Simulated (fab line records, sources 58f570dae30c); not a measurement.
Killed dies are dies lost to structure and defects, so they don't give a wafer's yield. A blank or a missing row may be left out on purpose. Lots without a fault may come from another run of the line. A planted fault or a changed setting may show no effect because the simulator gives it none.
Which tool did it? | flow berkeley_cmos170 | 14 lots, 42 wafers sampled, at 4 steps of a route of 331

WHAT THE GAUGES READ, wafer by wafer
UCB170_PWELL_TW_MEAS_17. Usual: PWELL_TW 381.1, standard deviation 2.1.
lot  | measured    | on            | PWELL_TW          | flag
L600 | day 3 18:01 | film_metro-03 | 385.0 385.5 383.4 |
L599 | day 3 18:21 | film_metro-03 | 385.7 386.6 383.9 |
L601 | day 3 23:17 | film_metro-03 | 383.5 382.2 381.8 |
L602 | day 4 04:49 | film_metro-02 | 381.8 379.2 379.0 |
L603 | day 4 05:11 | film_metro-02 | 380.9 380.8 381.3 |
L606 | day 4 23:08 | film_metro-02 | 377.8 378.9 380.3 |
L605 | day 4 22:53 | film_metro-02 | 380.5 380.3 382.4 |
L609 | day 5 17:44 | film_metro-03 | 382.3 381.3 380.9 |
L612 | day 6 04:37 | film_metro-02 | 380.7 379.5 380.9 |
L616 | day 7 03:57 | film_metro-04 | 376.2 374.7 376.1 |
L621 | day 8 09:19 | film_metro-02 | 380.5 381.0 380.1 |
L622 | day 8 08:42 | film_metro-02 | 380.4 380.4 381.0 |

UCB170_WELLDRIVE_THK_MEAS_02. Usual: WELLDRIVE_OXIDE_THK 199 nm, standard deviation 3.5.
lot  | measured    | on            | WELLDRIVE_OXIDE_THK (nm) | flag
L600 | day 4 05:20 | film_metro-01 | 188 196 190              |
L599 | day 4 05:22 | film_metro-03 | 199 198 200              |
L601 | day 4 11:56 | film_metro-01 | 203 198 198              |
L602 | day 4 20:36 | film_metro-01 | 203 203 204              |
L603 | day 4 20:41 | film_metro-01 | 199 198 200              |
L606 | day 5 11:02 | film_metro-03 | 200 197 201              |
L605 | day 5 11:02 | film_metro-01 | 201 198 199              |
L609 | day 6 06:34 | film_metro-01 | 196 195 194              |
L612 | day 6 15:53 | film_metro-01 | 205 198 207              |
L616 | day 7 16:41 | film_metro-03 | 201 202 202              |
L621 | day 8 21:27 | film_metro-03 | 191 192 197              |
L622 | day 8 21:28 | film_metro-01 | 200 201 202              |

UCB170_ACTIVE_CD_MEAS_13: target cd 1200 nm. Usual: cd_nm 1200.0 nm, standard deviation 1.7.
lot  | measured    | on        | cd_nm (nm)           | flag
L600 | day 5 09:25 | cd_sem-01 | 1203.7 1203.0 1205.1 |
L599 | day 5 09:41 | cd_sem-02 | 1203.1 1201.0 1202.0 |
L601 | day 5 16:49 | cd_sem-01 | 1196.6 1197.0 1195.9 |
L602 | day 5 20:25 | cd_sem-01 | 1201.5 1201.6 1200.2 |
L603 | day 5 20:35 | cd_sem-02 | 1201.1 1198.2 1199.4 |
L606 | day 6 06:55 | cd_sem-02 | 1201.3 1200.7 1199.4 |
L605 | day 6 06:53 | cd_sem-01 | 1201.6 1200.8 1201.5 |
L609 | day 7 02:04 | cd_sem-01 | 1201.1 1201.1 1200.0 |
L612 | day 7 14:43 | cd_sem-01 | 1200.2 1199.7 1199.3 |
L616 | day 8 15:46 | cd_sem-01 | 1197.6 1199.5 1198.4 |
L621 | day 9 15:15 | cd_sem-02 | 1202.0 1200.0 1201.8 |
L622 | day 9 14:56 | cd_sem-02 | 1198.2 1197.3 1199.1 |

WHICH TOOL RAN EACH LOT (tool, then ch and the chambers of the sampled wafers, then the start)
lot  | UCB170_ZERO_ETCH_06
L600 | rie_diel-02 ch 0,3, day 1 23:46
L599 | rie_diel-01 ch 0,1, day 1 23:52
L601 | rie_diel-01 ch 0,1,2, day 2 08:41
L602 | rie_diel-01 ch 0,1,2, day 2 15:17
L603 | rie_diel-01 ch 0,1,2, day 2 19:25
L606 | rie_diel-03 ch 0,1, day 3 06:33
L605 | rie_diel-02 ch 0,1,3, day 3 06:55
L609 | rie_diel-01 ch 0,1,2, day 4 00:10
L612 | rie_diel-03 ch 1,2,3, day 4 15:36
L613 | rie_diel-03 ch 1,3, day 5 06:16
L615 | rie_diel-01 ch 0,1,2, day 5 12:54
L616 | rie_diel-01 ch 0,1,3, day 5 14:27
L621 | rie_diel-01 ch 0,2, day 6 14:55
L622 | rie_diel-02 ch 0,1, day 6 15:13
- UCB170_ZERO_ETCH_06: etches SiO2 in CHF3/CF4/Ar, time 12 s.

WHAT THE TOOLS THEMSELVES READ (means of the sampled wafers that have a number; where no wafer has one, the mark that the record gives instead)
UCB170_ZERO_ETCH_06. Usual: CHF3_flow_sccm 49.99 sccm, standard deviation 0.16; cf4_flow_sccm 9.996 sccm, standard deviation 0.028; drypump_motor_current_A 5.6 A, standard deviation 0.54; oes_product_au 0.614 a.u., standard deviation 0.013; throttle_valve_pct 9.23 %, standard deviation 0.15.
lot  | tool        | CHF3_flow_sccm (sccm) | cf4_flow_sccm (sccm) | drypump_motor_current_A (A) | oes_product_au (a.u.) | throttle_valve_pct (%) | flag
L600 | rie_diel-02 | 50.01                 | 9.983                | 5.7                         | 0.603                 | 9.30                   |
L599 | rie_diel-01 | 49.88                 | 9.986                | 5.6                         | 0.606                 | 9.30                   |
L601 | rie_diel-01 | 50.06                 | 9.994                | 5.5                         | 0.613                 | 9.20                   |
L602 | rie_diel-01 | 49.92                 | 9.997                | 5.5                         | 0.610                 | 9.20                   |
L603 | rie_diel-01 | 49.96                 | 10.008               | 5.5                         | 0.611                 | 9.19                   |
L606 | rie_diel-03 | 50.09                 | 10.005               | 5.4                         | 0.626                 | 9.27                   |
L605 | rie_diel-02 | 49.93                 | 9.978                | 6.1                         | 0.610                 | 9.26                   |
L609 | rie_diel-01 | 49.92                 | 9.989                | 5.5                         | 0.614                 | 9.20                   |
L612 | rie_diel-03 | 50.04                 | 9.971                | 5.8                         | 0.608                 | 9.24                   |
L613 | rie_diel-03 | -                     | -                    | -                           | -                     | -                      | OFF
L615 | rie_diel-01 | -                     | -                    | -                           | -                     | -                      | OFF
L616 | rie_diel-01 | 49.99                 | 9.974                | 5.2                         | 0.612                 | 9.31                   |
L621 | rie_diel-01 | 50.00                 | 10.016               | 5.8                         | 0.612                 | 9.03                   |
L622 | rie_diel-02 | 50.08                 | 10.011               | 6.3                         | 0.627                 | 9.12                   |

THE ANSWER, worked out from the rows above alone
Rule: a lot is off if the mean of its wafers that have a number lies more than 3 standard deviations from the usual mean. A lot without any number at a reading at which 4 lots or more have one is off too. The other lots that the step has rows for count as sound. The gauges are gone through in route order, then the tools' own readings, and for those a lot's mean is taken as printed above. The first step at which some lot is off is used, and at that step the reading that is off furthest; a lot without a number counts as furthest.
Off: L613, L615, at UCB170_ZERO_ETCH_06 (CHF3_flow_sccm). Without a number there: L613, L615.
A tool fits if, at that step or a process step before it, it ran every lot that is off, and no sound lot after the first of them. None of those tried fits.

WHAT THE SIMULATOR HAD PUT IN
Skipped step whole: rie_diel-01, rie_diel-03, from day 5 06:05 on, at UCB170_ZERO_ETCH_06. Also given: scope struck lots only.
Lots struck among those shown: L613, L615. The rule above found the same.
